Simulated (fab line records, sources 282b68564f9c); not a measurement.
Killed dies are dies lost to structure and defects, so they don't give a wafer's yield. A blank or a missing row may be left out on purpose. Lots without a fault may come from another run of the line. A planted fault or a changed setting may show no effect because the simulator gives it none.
fab line records | flow rit_cmos
record lots=6 wafers=18 last_day=7
route steps=202 shown M1@184
lots that met no fault: from a run of the same line without faults
start_h: hours from the record's first day to the start of the lot's first wafer shown | wait_h: hours since the lot's step before | " the same as in the row above | L1.1+2: a row that stands for several wafers | - no value, or no start given | * or withheld: withheld | < > ~ a bound
route shown NAME@n: a module of which the file shows steps, and the number in the route of the first | usual: mean/standard deviation of fault-free wafers | same: alike in all rows | chamber/n: place in a boat | sites: the reading at each site | _std_site: their standard deviation | _edge_site: outer sites' mean less inner sites' | radius_mm: how far each site lies from the wafer's centre | mask NAME#n: copy n | behind: the tool/chamber that last shaped the wafer | hold: why the lot was held/for how many hours/how that ended | device: the transistor (n, p or np) that didn't switch | end of line: the same wafers' tests at the end of the route | a step without rows: its recipe alone | killed: dies lost to structure and defects at the first sort, not the wafer's yield | map: a wafer's dies, x killed, . not, _ none there
set.NAME: the setting as run; set.NAME@STEP: as run at that earlier step | model.NAME: the simulator's own value behind a step, which no gauge read
lots at some steps of the route; a table a step, a row a wafer
services: from which hour (start_h, from the record's first day; less than 0 if before it) a tool's chamber was out of use, for how many hours, and why
## steps
# step RIT_M1_SPUTTER_00
# recipe material=Al target_thk_nm=400 power_w=2000 chamber_pressure_pa=0.4 gas=Ar time_s=500 substrate_temp_c=25
# usual throttle_valve_pct=30.7/0.91
# columns lot.wafer tool chamber start_h wait_h throttle_valve_pct
L542.3 pvd_sputter-03 - 64.40 0.0 32.5
L542.4 " - " " 30.7
L542.6 " - " " 32.5
L550.2 pvd_sputter-03 - 103.08 0.0 32.3
L550.4 " - " " 30.6
L550.6 " - " " 32.4
L555.2 pvd_sputter-02 - 127.37 0.0 31.4
L555.3 " - " " 31.0
L555.5 " - " " 31.4
L556.1 pvd_sputter-04 - 132.58 0.0 29.7
L556.5 " - " " 29.9
L556.6 " - " " 30.5
L559.3 pvd_sputter-02 - 148.00 0.0 31.4
L559.4 " - " " 31.3
L559.5 " - " " 31.3
L561.1 pvd_sputter-02 - 159.71 0.0 30.2
L561.5 " - " " 30.1
L561.6 " - " " 31.2
# step RIT_M1_RS_MEAS_01
# recipe thk_meas_gauge=four-point-probe reads=Al_of_M1_SPUTTER_00
# usual M1_AL_RS=0.0733/0.00076
# columns lot.wafer tool chamber start_h wait_h M1_AL_RS[ohm/sq]
L542.3 film_metro-02 - 64.74 0.2 0.0731
L542.4 " - " " 0.0736
L542.6 " - " " 0.0729
L550.2 film_metro-02 - 103.40 0.2 0.0729
L550.4 " - " " 0.0732
L550.6 " - " " 0.0732
L555.2 film_metro-02 - 127.69 0.2 0.0725
L555.3 " - " " 0.0734
L555.5 " - " " 0.0725
L556.1 film_metro-03 - 132.88 0.1 0.0732
L556.5 " - " " 0.0736
L556.6 " - " " 0.0733
L559.3 film_metro-04 - 148.33 0.2 0.0720
L559.4 " - " " 0.0726
L559.5 " - " " 0.0729
L561.1 film_metro-03 - 160.00 0.1 0.0740
L561.5 " - " " 0.0739
L561.6 " - " " 0.0736
# step RIT_M1_THK_MEAS_02
# recipe thk_meas_gauge=xrf reads=Al_of_M1_SPUTTER_00
# usual M1_AL_THK=405/4.4
# columns lot.wafer tool chamber start_h wait_h M1_AL_THK[nm]
L542.3 film_metro-02 - 64.84 0.1 405
L542.4 " - " " 401
L542.6 " - " " 408
L550.2 film_metro-02 - 103.51 0.1 406
L550.4 " - " " 407
L550.6 " - " " 406
L555.2 film_metro-02 - 127.80 0.1 412
L555.3 " - " " 406
L555.5 " - " " 409
L556.1 film_metro-03 - 133.00 0.1 404
L556.5 " - " " 401
L556.6 " - " " 405
L559.3 film_metro-04 - 148.43 0.1 415
L559.4 " - " " 411
L559.5 " - " " 407
L561.1 film_metro-03 - 160.12 0.1 400
L561.5 " - " " 401
L561.6 " - " " 403
# step RIT_M1_HMDS_03
# recipe prime_time_s=60 prime_temp_c=140
# step RIT_M1_COAT_04
# recipe resist=NOVOLAK spin_rpm=2000 resist_thk_nm=1300
# step RIT_M1_SOFTBAKE_05
# recipe resist=NOVOLAK temp_c=90 time_s=60
# step RIT_M1_EXPOSE_06
# recipe mask_id=M12 na=0.6 source_shape=conventional sigma_outer=0.5 target_cd_nm=2600 dose_mj=250
# step RIT_M1_PEB_07
# recipe resist=NOVOLAK temp_c=withheld time_s=withheld
# step RIT_M1_DEVELOP_08
# recipe resist=NOVOLAK develop_time_s=68 dev_temp_c=23
# step RIT_M1_CD_MEAS_09
# recipe target_cd_nm=2600
# usual cd_nm=2600.3/2.4
# columns lot.wafer tool chamber start_h wait_h cd_nm
L542.3 cd_sem-01 - 65.92 - 2599.3
L542.4 " - " " 2598.7
L542.6 " - " " 2600.6
L550.2 cd_sem-02 - 104.46 - 2598.6
L550.4 " - " " 2599.9
L550.6 " - " " 2599.9
L555.2 cd_sem-02 - 128.87 - 2598.3
L555.3 " - " " 2600.2
L555.5 " - " " 2599.8
L556.1 cd_sem-02 - 134.06 - 2598.9
L556.5 " - " " 2596.6
L556.6 " - " " 2598.6
L559.3 cd_sem-02 - 149.56 - 2601.2
L559.4 " - " " 2599.4
L559.5 " - " " 2603.4
L561.1 cd_sem-02 - 161.06 - 2599.4
L561.5 " - " " 2600.7
L561.6 " - " " 2601.5
# step RIT_M1_OVL_MEAS_10
# usual M1_OVL=-0.5/1.5
# columns lot.wafer tool chamber start_h wait_h M1_OVL[nm]
L542.3 overlay-01 - 66.02 0.1 1.4
L542.4 " - " " 0.3
L542.6 " - " " 0.5
L550.2 overlay-01 - 104.56 0.1 0.8
L550.4 " - " " 0.6
L550.6 " - " " 0.8
L555.2 overlay-02 - 128.98 0.1 0.5
L555.3 " - " " 1.0
L555.5 " - " " 0.9
L556.1 overlay-01 - 134.18 0.1 0.6
L556.5 " - " " -0.3
L556.6 " - " " 0.4
L559.3 overlay-01 - 149.66 0.1 -2.7
L559.4 " - " " -2.4
L559.5 " - " " -1.8
L561.1 overlay-02 - 161.18 0.1 -2.1
L561.5 " - " " -1.5
L561.6 " - " " -1.9
# step RIT_M1_HARDBAKE_11
# recipe resist=NOVOLAK temp_c=140 time_s=120
# step RIT_M1_METAL_ETCH_12
# recipe stop_on=SiO2 chemistry=Cl2/BCl3 target=Al time_s=165 over_etch_frac=0.5 pressure_mtorr=100 target_depth_a=6000 rf_w=253 Cl2_flow_sccm=60 bcl3_flow_sccm=50
# usual drypump_motor_current_A=5.66/0.27 oes_product_au=0.776/0.013 over_etch_frac=0.5/0 throttle_valve_pct=8.30/0.14
# columns lot.wafer tool chamber start_h wait_h drypump_motor_current_A oes_product_au over_etch_frac rf_hours_counter_h throttle_valve_pct model.NOVOLAK_of_M1_COAT_04.thk_nm
L542.3 rie_metal-02 0 66.34 0.2 5.70 0.783 0.5 - 8.26 801.1
L542.4 " 1 " " 5.84 0.772 0.5 - 8.57 808.2
L542.6 " 1 " " 5.83 0.772 0.5 - 8.57 808.9
L550.2 rie_metal-01 0 104.84 0.2 5.83 0.790 0.5 4.9 8.11 804.1
L550.4 " 1 " " 5.12 0.756 0.5 - 8.38 806.5
L550.6 " 0 " " 5.80 0.789 0.5 - 8.10 807.6
L555.2 rie_metal-03 0 129.26 0.2 5.88 0.772 0.5 3.2 8.22 803.6
L555.3 " 1 " " 5.47 0.784 0.5 - 8.25 808.1
L555.5 " 0 " " 5.89 0.772 0.5 - 8.22 807.3
L556.1 rie_metal-01 0 134.47 0.2 5.86 0.858 0.30257 5.2 8.10 849.5
L556.5 " 0 " " 5.82 0.857 0.30257 - 8.11 848.6
L556.6 " 1 " " 5.15 0.814 0.30257 - 8.38 853.9
L559.3 rie_metal-01 1 149.98 0.2 5.16 0.833 0.30257 - 8.37 843.6
L559.4 " 0 " " 5.85 0.870 0.30257 - 8.09 847
L559.5 " 1 " " 5.14 0.829 0.30257 - 8.37 847.3
L561.1 rie_metal-03 0 161.47 0.2 5.89 0.760 0.5 3.6 8.24 810.5
L561.5 " 0 " " 5.89 0.764 0.5 - 8.23 807.2
L561.6 " 1 " " 5.51 0.786 0.5 - 8.25 807.8
# step RIT_M1_STRIP_13
# recipe chemistry=nmp resist=NOVOLAK temp_c=80 time_s=600 dry=n2_spin
# step RIT_M1_PROBE_99
# usual defect_limited_yield=97.5/1.2 killed_at_front_end=7/3 killed_dies=7/3 killed_open=3.2/1.8 killed_short=3.5/2.1 sort_bin_3_pad_short=0.1/0.2 sort_bin_5_function=1.5/0.92 sort_bin_6_memory=0.9/0.6 sort_n_pass=257/3 sort_yield_pct=97.5/1.2
# same gross_dies=264 killed_at_M0_to_M3=0 killed_at_M4_up=0 killed_at_back_side=0 killed_at_contacts=0 killed_at_other=0
# columns lot.wafer tool chamber start_h wait_h defect_limited_yield[%] killed_at_front_end killed_dies killed_open killed_short sort_bin_3_pad_short[%] sort_bin_5_function[%] sort_bin_6_memory[%] sort_n_pass sort_yield_pct[%] model.etest.antenna_m1.vt_shift_v
L542.3 prober-01 - 68.64 0.2 98.1 5 5 1 4 0 1.9 0 259 98.1 -0.008591
L542.4 prober-01 - 68.69 0.2 98.1 5 5 3 2 0.4 1.1 0.4 259 98.1 -0.009601
L542.6 prober-01 - 68.79 0.2 98.9 3 3 3 0 0 0.8 0.4 261 98.9 -0.01056
L550.2 prober-02 - 107.14 0.1 98.5 4 4 3 1 0 1.1 0.4 260 98.5 -0.01057
L550.4 prober-02 - 107.24 0.2 97.3 7 7 3 4 0 1.1 1.5 257 97.3 -0.008424
L550.6 prober-02 - 107.34 0.2 99.2 2 2 0 2 0 0 0.8 262 99.2 -0.01039
L555.2 prober-01 - 132.67 0.1 99.2 2 2 1 1 0 0.4 0.4 262 99.2 -0.00991
L555.3 prober-01 - 132.72 0.2 97.0 8 8 3 5 0.4 1.5 1.1 256 97.0 -0.01071
L555.5 prober-01 - 132.82 0.2 97.7 6 6 3 3 0.4 1.1 0.8 258 97.7 -0.01054
L556.1 prober-02 - 139.31 0.1 98.5 4 4 2 2 0 1.5 0 260 98.5 -0.005889
L556.5 prober-02 - 139.51 0.2 97.3 7 7 5 2 0 1.5 1.1 257 97.3 -0.007075
L556.6 prober-02 - 139.56 0.2 98.5 4 4 1 3 0.4 0.4 0.8 260 98.5 -0.01012
L559.3 prober-01 - 153.01 0.2 97.7 6 6 3 3 0 1.5 0.8 258 97.7 -0.007376
L559.4 prober-01 - 153.06 0.2 97.7 6 6 3 3 0 1.9 0.4 258 97.7 -0.003691
L559.5 prober-01 - 153.11 0.2 97.7 6 6 3 3 0 0.8 1.5 258 97.7 -0.009083
L561.1 prober-01 - 163.72 0.1 97.7 6 6 3 3 0 1.5 0.8 258 97.7 -0.0104
L561.5 prober-01 - 163.92 0.2 98.5 4 4 2 2 0 0.8 0.8 260 98.5 -0.0117
L561.6 prober-01 - 163.97 0.2 98.1 5 5 2 3 0 1.5 0.4 259 98.1 -0.008335
# killed by level:class
L542.3 SPACER:geometric_particle:short=3 REOX:geometric_particle:short=1 SILICIDE:geometric_particle:open=1
L542.4 GATE:geometric_particle:open=3 GATE:geometric_particle:short=1 SPACER:geometric_particle:short=1
L542.6 SPACER:geometric_particle:open=2 SILICIDE:geometric_particle:open=1
L550.2 FOX1:geometric_particle:open=2 FOX1:geometric_particle:short=1 SILICIDE:geometric_particle:open=1
L550.4 FOX1:geometric_particle:short=2 FOX1:geometric_particle:open=1 FOX2:geometric_particle:open=1 FOX2:geometric_particle:short=1 REOX:geometric_particle:open=1 SILICIDE:geometric_particle:short=1
L550.6 GATE:geometric_particle:short=1 SPACER:geometric_particle:short=1
L555.2 GATE:geometric_particle:open=1 GATE:geometric_particle:short=1
L555.3 GATE:geometric_particle:short=3 GATE:geometric_particle:open=2 SPACER:geometric_particle:short=2 FOX1:geometric_particle:open=1
L555.5 GATE:geometric_particle:open=3 SPACER:geometric_particle:short=2 FOX2:geometric_particle:short=1
L556.1 FOX1:geometric_particle:short=1 FOX2:geometric_particle:open=1 GATE:geometric_particle:short=1 SILICIDE:geometric_particle:open=1
L556.5 FOX1:geometric_particle:open=2 REOX:geometric_particle:open=2 FOX1:geometric_particle:short=1 REOX:geometric_particle:short=1 SILICIDE:geometric_particle:open=1
L556.6 SILICIDE:geometric_particle:short=2 GATE:geometric_particle:open=1 REOX:geometric_particle:short=1
L559.3 SILICIDE:geometric_particle:short=2 FOX1:geometric_particle:open=1 GATE:geometric_particle:open=1 GATE:geometric_particle:short=1 SILICIDE:geometric_particle:open=1
L559.4 FOX2:geometric_particle:short=2 GATE:geometric_particle:open=2 FOX2:geometric_particle:open=1 SPACER:geometric_particle:short=1
L559.5 SPACER:geometric_particle:open=2 FOX2:geometric_particle:short=1 FOX2:geometric_particle:open=1 GATE:geometric_particle:short=1 SPACER:geometric_particle:short=1
L561.1 GATE:geometric_particle:open=2 FOX2:geometric_particle:open=1 FOX2:geometric_particle:short=1 GATE:geometric_particle:short=1 REOX:geometric_particle:short=1
L561.5 FOX1:geometric_particle:short=1 FOX2:geometric_particle:open=1 GATE:geometric_particle:short=1 REOX:geometric_particle:open=1
L561.6 FOX1:geometric_particle:open=2 SPACER:geometric_particle:short=2 FOX1:geometric_particle:short=1
## services
# columns tool chamber start_h hours kind
pvd_sputter-02 - 42.87 1.9 repair
rie_metal-02 - 44.62 14.6 pm
rie_metal-03 - 48.69 2.8 pm
rie_metal-02 - 64.48 0.8 repair
rie_metal-03 1 68.33 10.2 repair
rie_metal-02 1 69.28 1.9 repair
pvd_sputter-04 - 86.09 1.1 repair
rie_metal-03 - 109.74 0.2 repair
rie_metal-01 - 113.37 4.3 pm
pvd_sputter-04 - 144.10 7.5 repair
## key
first_sign step=RIT_M1_METAL_ETCH_12 reading=over_etch_frac direction=down sigmas=99+ usual=0.5 struck=0.30257
effect step=RIT_M1_METAL_ETCH_12 reading=oes_product_au direction=up sigmas=5.2 usual=0.776 struck=0.843
model_effect step=RIT_M1_METAL_ETCH_12 value=NOVOLAK_of_M1_COAT_04.thk_nm without=804.7 struck=848.3
model_effect step=RIT_M1_PROBE_99 value=etest.antenna_m1.vt_shift_v without=-0.01123 struck=-0.007206
met_at RIT_M1_METAL_ETCH_12
struck_wafers L556.1,L556.5,L556.6,L559.3,L559.4,L559.5
onset_between 104.84 134.47
fault kind=process_parameter_drift tool=rie_metal-01 chamber=- onset_h=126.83 steps=RIT_M1_METAL_ETCH_12 channel=over_etch_frac offset=-0.19743 shape=step end_h=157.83 stated=0.5
